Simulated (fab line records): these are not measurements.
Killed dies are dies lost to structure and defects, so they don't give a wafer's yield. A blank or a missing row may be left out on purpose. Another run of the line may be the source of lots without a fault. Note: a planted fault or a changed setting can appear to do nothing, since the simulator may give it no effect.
fab line records | flow berkeley-cmos170
[record] lots = 5 | wafers = 27
route steps=331 shown M3@327
start-h: the number of hours between the record's first day and the start of the first shown wafer of the lot | wait-h: hours elapsed since this lot's preceding step | " the same as in the row above | L1.1+2: one row covering several wafers at once | - value missing, or start not given | * or withheld: withheld | < > ~ a bound
route shown NAME@n: a module of which the file shows steps, and the number in the route of the first | usual: average and standard deviation across the fault-free wafers | same: alike in all rows | chamber/n: place in a boat | sites: the reading at each site | _std_site: their standard deviation | _edge_site: outer sites' mean less inner sites' | radius-mm: for every site, how far away it sits from the centre of the wafer | mask NAME#n: copy n | behind: the tool/chamber that last shaped the wafer | hold: what put the lot on hold/how long, in hours/how the hold closed | device: the n, p or np transistor that did not switch | end of line: tests run on the same wafers once the route is complete | where a step has no rows: the recipe by itself | killed: at the first sort, the dies lost to defects and structure; wafer yield is something else | map: per-die view of a wafer (x killed, . not killed, _ where there is no die)
set.NAME: the setting that was run; set.NAME@STEP: the one run at that earlier step | model.NAME: the simulator's own value behind a step, which no gauge read
lots whose settings were changed on purpose; a table a step, a row a wafer
[[steps]]
[step UCB170_M3_METAL_ETCH_18]
[recipe] chemistry = Cl2/BCl3 | target = Al | stop-on = SiO2 | pressure-mtorr = 12 | target-depth-a = 11700 | over-etch-frac = 0.3 | time-s = 195 | icp-w = 600 | bias-w = 120 | Cl2_flow_sccm = 90 | bcl3-flow-sccm = 45
lot.wafer | tool         | chamber | start-h | wait-h | set.time-s | model.KrF_of_M3_COAT_10.thk-nm | model.M3.feature-depth-nm | model.SiO2_of_V2_CVD_00.thk-nm
L074.1    | rie-metal-04 | 1       | 170.04  | -      | 195        | 182.6                          | 939.6                     | 935.5
L074.5    | "            | 1       | "       | "      | 195        | 188                            | 945.2                     | 936.1
L074.6    | "            | 0       | "       | "      | 195        | 236.5                          | 951.4                     | 940.5
L079.1    | rie-metal-04 | 0       | 203.51  | -      | 195        | 247.2                          | 955.1                     | 942.8
L079.2    | "            | 0       | "       | "      | 195        | 245.2                          | 957.8                     | 939.5
L079.3    | "            | 0       | "       | "      | 195        | 241.6                          | 958.7                     | 941.5
L079.4    | "            | 0       | "       | "      | 195        | 244.7                          | 968.6                     | 938.8
L079.5    | "            | 0       | "       | "      | 195        | 243.4                          | 964.9                     | 940.4
L079.6    | "            | 0       | "       | "      | 195        | 241.3                          | 960.7                     | 942.2
L081.1    | rie-metal-03 | 0       | 204.44  | -      | 195        | 218.9                          | 957.6                     | 938.8
L081.2    | "            | 1       | "       | "      | 301.2      | 0                              | 998                       | 904.8
L081.3    | "            | 0       | "       | "      | 301.2      | 0                              | 1016                      | 901.7
L081.4    | "            | 1       | "       | "      | 195        | 239.4                          | 951.6                     | 938.7
L081.5    | "            | 0       | "       | "      | 195        | 226.6                          | 952.2                     | 937.5
L081.6    | "            | 1       | "       | "      | 301.2      | 0                              | 990.5                     | 904.2
L082.1    | rie-metal-03 | 1       | 209.49  | -      | 195        | 243.5                          | 952.2                     | 939.7
L082.2    | "            | 0       | "       | "      | 195        | 226.6                          | 952.9                     | 936.9
L082.3    | "            | 0       | "       | "      | 195        | 227.4                          | 973.7                     | 938.4
L082.4    | "            | 1       | "       | "      | 195        | 241.6                          | 970.4                     | 939.1
L082.5    | "            | 1       | "       | "      | 195        | 244                            | 947.8                     | 938.8
L082.6    | "            | 0       | "       | "      | 195        | 228.2                          | 958.8                     | 936.5
L085.1    | rie-metal-03 | 0       | 231.18  | -      | 195        | 225                            | 960.5                     | 936.9
L085.2    | "            | 1       | "       | "      | 265.8      | 4.453                          | 979.2                     | 915.4
L085.3    | "            | 1       | "       | "      | 265.8      | 1.492                          | 985.7                     | 916.2
L085.4    | "            | 0       | "       | "      | 195        | 220.5                          | 953.9                     | 938.8
L085.5    | "            | 1       | "       | "      | 195        | 243.4                          | 961.1                     | 937.7
L085.6    | "            | 0       | "       | "      | 265.8      | 0                              | 984.8                     | 912.9
[step UCB170_M3_STRIP_19]
[recipe] chemistry = O2 | power-w = 400 | pressure-mtorr = 3500 | platen-temp-c = withheld | o2-flow-sccm = 400 | overash-fraction = 0.5
[usual] oes-product-au = 0.543/0.028
lot.wafer | tool            | chamber | start-h | wait-h | set.time-s@M3_METAL_ETCH_18 | oes-product-au
L074.1    | plasma-asher-04 | 0       | 170.23  | 0.1    | 195                         | 0.503
L074.5    | "               | 1       | "       | "      | 195                         | 0.518
L074.6    | "               | 0       | "       | "      | 195                         | 0.558
L079.1    | plasma-asher-04 | 0       | 203.88  | 0.3    | 195                         | 0.583
L079.2    | "               | 1       | "       | "      | 195                         | 0.582
L079.3    | "               | 1       | "       | "      | 195                         | 0.581
L079.4    | "               | 0       | "       | "      | 195                         | 0.578
L079.5    | "               | 1       | "       | "      | 195                         | 0.576
L079.6    | "               | 0       | "       | "      | 195                         | 0.573
L081.1    | plasma-asher-04 | 1       | 204.63  | 0.1    | 195                         | 0.548
L081.2    | "               | 0       | "       | "      | 301.2                       | 0.315
L081.3    | "               | 0       | "       | "      | 301.2                       | 0.316
L081.4    | "               | 1       | "       | "      | 195                         | 0.567
L081.5    | "               | 0       | "       | "      | 195                         | 0.563
L081.6    | "               | 1       | "       | "      | 301.2                       | 0.321
L082.1    | plasma-asher-04 | 1       | 209.68  | 0.1    | 195                         | 0.573
L082.2    | "               | 0       | "       | "      | 195                         | 0.556
L082.3    | "               | 0       | "       | "      | 195                         | 0.552
L082.4    | "               | 1       | "       | "      | 195                         | 0.580
L082.5    | "               | 0       | "       | "      | 195                         | 0.582
L082.6    | "               | 1       | "       | "      | 195                         | 0.568
L085.1    | plasma-asher-02 | 1       | 231.36  | 0.1    | 195                         | 0.554
L085.2    | "               | 0       | "       | "      | 265.8                       | 0.311
L085.3    | "               | 0       | "       | "      | 265.8                       | 0.314
L085.4    | "               | 1       | "       | "      | 195                         | 0.558
L085.5    | "               | 0       | "       | "      | 195                         | 0.573
L085.6    | "               | 1       | "       | "      | 265.8                       | 0.308
[step UCB170_M3_CD_MEAS_90]
[recipe] target-cd-nm = 700
[usual] cd-nm = 698/3.1
lot.wafer | tool      | chamber | start-h | wait-h | set.time-s@M3_METAL_ETCH_18 | cd-nm
L074.1    | cd-sem-02 | -       | 170.33  | 0.1    | 195                         | 700
L074.5    | "         | -       | "       | "      | 195                         | 702
L074.6    | "         | -       | "       | "      | 195                         | 702
L079.1    | cd-sem-02 | -       | 203.98  | 0.1    | 195                         | 701
L079.2    | "         | -       | "       | "      | 195                         | 698
L079.3    | "         | -       | "       | "      | 195                         | 698
L079.4    | "         | -       | "       | "      | 195                         | 698
L079.5    | "         | -       | "       | "      | 195                         | 698
L079.6    | "         | -       | "       | "      | 195                         | 696
L081.1    | cd-sem-02 | -       | 204.73  | 0.1    | 195                         | 698
L081.2    | "         | -       | "       | "      | 301.2                       | 669
L081.3    | "         | -       | "       | "      | 301.2                       | 671
L081.4    | "         | -       | "       | "      | 195                         | 694
L081.5    | "         | -       | "       | "      | 195                         | 699
L081.6    | "         | -       | "       | "      | 301.2                       | 670
L082.1    | cd-sem-01 | -       | 209.78  | 0.1    | 195                         | 693
L082.2    | "         | -       | "       | "      | 195                         | 701
L082.3    | "         | -       | "       | "      | 195                         | 697
L082.4    | "         | -       | "       | "      | 195                         | 693
L082.5    | "         | -       | "       | "      | 195                         | 694
L082.6    | "         | -       | "       | "      | 195                         | 700
L085.1    | cd-sem-02 | -       | 231.56  | 0.2    | 195                         | 700
L085.2    | "         | -       | "       | "      | 265.8                       | 674
L085.3    | "         | -       | "       | "      | 265.8                       | 679
L085.4    | "         | -       | "       | "      | 195                         | 702
L085.5    | "         | -       | "       | "      | 195                         | 693
L085.6    | "         | -       | "       | "      | 265.8                       | 682
[step UCB170_M3_PROBE_99]
lot.wafer | tool      | chamber | start-h | wait-h | set.time-s@SPACER_CVD_00 | model.etest.ppoly-line.line-ohm-um | model.etest.ppoly-line.rs-ohm-sq | model.etest.ppoly-sal.rs-ohm-sq
L074.1    | prober-02 | -       | 170.57  | 0.1    | 47                       | 15.58                              | 5.022                            | 4.198
L074.5    | prober-02 | -       | 170.77  | 0.2    | 47                       | 15.8                               | 5.012                            | 4.23
L074.6    | prober-02 | -       | 170.82  | 0.2    | 47                       | 15.78                              | 5.044                            | 4.231
L079.1    | prober-01 | -       | 204.22  | 0.1    | 62.11                    | 788.4                              | 277.3                            | 276.5
L079.2    | prober-01 | -       | 204.27  | 0.1    | 47                       | 15.1                               | 4.875                            | 4.13
L079.4    | prober-01 | -       | 204.37  | 0.2    | 62.11                    | 1028                               | 363.4                            | 363.6
L079.5    | prober-01 | -       | 204.42  | 0.2    | 62.11                    | 782.4                              | 276.6                            | 275.8
L079.6    | prober-01 | -       | 204.47  | 0.2    | 47                       | 15.02                              | 4.95                             | 4.193
L081.1    | prober-01 | -       | 204.97  | 0.1    | 20.16                    | 16.16                              | 5.069                            | 4.239
L081.2    | prober-01 | -       | 205.02  | 0.1    | 47                       | 16.16                              | 5.181                            | 4.309
L081.3    | prober-01 | -       | 205.07  | 0.2    | 20.16                    | 15.9                               | 5.032                            | 4.243
L081.4    | prober-01 | -       | 205.12  | 0.2    | 20.16                    | 16.11                              | 5.135                            | 4.321
L081.5    | prober-01 | -       | 205.17  | 0.2    | 47                       | 15.78                              | 5.051                            | 4.258
L081.6    | prober-01 | -       | 205.22  | 0.2    | 47                       | 15.93                              | 5.019                            | 4.225
L082.1    | prober-01 | -       | 210.02  | 0.1    | 68.63                    | 8965                               | 3085                             | 3065
L082.2+6  | prober-01 | -       | 210.07  | 0.1    | 68.63                    | -                                  | -                                | -
L082.3+4  | prober-01 | -       | 210.12  | 0.2    | 47                       | -                                  | -                                | -
L082.5    | prober-01 | -       | 210.22  | 0.2    | 47                       | 15.54                              | 5.026                            | 4.242
L085.1    | prober-02 | -       | 231.85  | 0.1    | 47                       | 15.47                              | 5.067                            | 4.272
L085.2    | prober-02 | -       | 231.90  | 0.1    | 20.71                    | 15.83                              | 5.079                            | 4.278
L085.3    | prober-02 | -       | 231.95  | 0.2    | 47                       | 15.7                               | 4.917                            | 4.15
L085.4    | prober-02 | -       | 232.00  | 0.2    | 20.71                    | 15.59                              | 5                                | 4.268
L085.5    | prober-02 | -       | 232.05  | 0.2    | 20.71                    | 15.65                              | 5.057                            | 4.258
L085.6    | prober-02 | -       | 232.10  | 0.2    | 47                       | 15.21                              | 4.873                            | 4.16
// killed by level:class
L074.1 SACOX:geometric-particle:open=1 M2:geometric-particle:short=1 PWELL:area-etch=1
L074.5 FIELD:geometric-particle:open=1 CONTACT:geometric-particle:short=1
L074.6 ACTIVE:geometric-particle:open=1 SILICIDE:geometric-particle:short=1 M1:geometric-particle:short=1
[[key]]
[split] step = UCB170_M3_METAL_ETCH_18 | setting = time-s | stated = 195 | by = wafer
[response] step = UCB170_M3_METAL_ETCH_18 | reading = model.KrF_of_M3_COAT_10.thk-nm | change = -4.83 | per = 1% | r = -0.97
[response] step = UCB170_M3_METAL_ETCH_18 | reading = model.M3.feature-depth-nm | change = +0.815 | per = 1% | r = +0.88
[response] step = UCB170_M3_METAL_ETCH_18 | reading = model.SiO2_of_V2_CVD_00.thk-nm | change = -0.636 | per = 1% | r = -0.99
[response] step = UCB170_M3_STRIP_19 | reading = oes-product-au | change = -0.0052 | per = 1% | r = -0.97
[response] step = UCB170_M3_CD_MEAS_90 | reading = cd-nm | change = -0.509 | per = 1% | r = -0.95
split outside-this-file step=UCB170_SPACER_CVD_00 setting=time-s
// split outside-this-file: this setting was split too, and the file shows its column; the key of that split is in another file
